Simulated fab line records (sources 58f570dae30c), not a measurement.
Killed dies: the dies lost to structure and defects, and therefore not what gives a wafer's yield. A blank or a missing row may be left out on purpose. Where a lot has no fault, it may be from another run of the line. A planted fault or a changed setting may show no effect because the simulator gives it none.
A lot that was struck, set against a sound lot	flow berkeleyCmos170	15 steps out of a route of 331
Sound: the wafers L472.1, L472.3, L472.5. The struck wafers were L475.1, L475.5, L475.6. Last of all comes the cause.
Order at every step that has rows: each side's tool, ch and its chambers, its first start. Under that, the readings that differ: sound wafers	struck wafers	difference of the means	sigmas: that difference in standard deviations of wafers without a fault.
alike: words and numbers the same on both sides, and readings whose means are apart by under 2 such deviations; not compared: readings that were withheld, readings missing a value for some wafer, numbers with overlapping values and no deviation given by the record, and bounds like >300 which may hide the same value.
Wherever a step has rows on one side only, a row that says differs or no value, or a row with sigmas, the two part there. Numbers that have no deviation but don't overlap get no sigmas and don't part them. A reading missing from all wafers of one side parts the sides only when that side holds two or more wafers.

UCB170_SILICIDE_RS_MEAS_02: the measuring method here is four-point-probe.
  sound on filmMetro-01 at day 9 05:12; struck on filmMetro-01 at day 9 13:07
  alike: SILICIDE_TI_RS
UCB170_SILICIDE_THK_MEAS_03: measures by xrf.
  sound on filmMetro-01 at day 9 05:19; struck on filmMetro-01 at day 9 13:14
  alike: SILICIDE_TI_THK
UCB170_SILICIDE_RTA_04: time 15 s.
  sound on rtpAnneal-01 ch 0, day 9 05:23; struck on rtpAnneal-02 ch 0, day 9 13:17
  alike: lampPowerPct, wafer_temp_C_max
then, 3 steps without rows for these wafers: UCB170_SILICIDE_WET_ETCH_05 (etches Ti in SPM, time 45 s); UCB170_CONTACT_CLEAN_00 (cleans in SPM, time 600 s); UCB170_CONTACT_CVD_01 (deposits PSG from SiH4/O2/PH3, target thk 700 nm, time 2820 s).
UCB170_CONTACT_THK_MEAS_02:
  sound on filmMetro-01 at day 9 07:28; struck on filmMetro-04 at day 9 16:55
  alike: CONTACT_PSG_THK
then, 3 steps without rows for these wafers: UCB170_CONTACT_HMDS_03 (prime time 60 s); UCB170_CONTACT_COAT_04 (resist thk 900 nm); UCB170_CONTACT_SOFTBAKE_05 (time 60 s).
UCB170_CONTACT_STRIP_06: strips in O2.
  sound on plasmaAsher-02 ch 0,1, day 9 07:58; struck on plasmaAsher-01 ch 0,1, day 9 17:26
  alike: drypumpMotorCurrentA, oesProductAu, stripTimeToEndpointS
  not compared: rfHoursCounterH
then, 1 step without rows for these wafers: UCB170_CONTACT_CLEAN_07 (cleans in SPM, time 600 s).
UCB170_CONTACT_RTA_08: time 10 s.
  sound on rtpAnneal-01 ch 0, day 9 08:16; struck on rtpAnneal-02 ch 0, day 9 17:58
  alike: lampPowerPct, wafer_temp_C_max
next, for these wafers, 1 step has no rows: UCB170_CONTACT_COAT_09.
UCB170_M3_PROBE_99:
  rows exist in the record for the struck wafers here (prober-01, day 10 15:16), but not for the sound ones

WHERE THEY PART
Only at UCB170_M3_PROBE_99, within this record.

WHY: what the simulator had put in
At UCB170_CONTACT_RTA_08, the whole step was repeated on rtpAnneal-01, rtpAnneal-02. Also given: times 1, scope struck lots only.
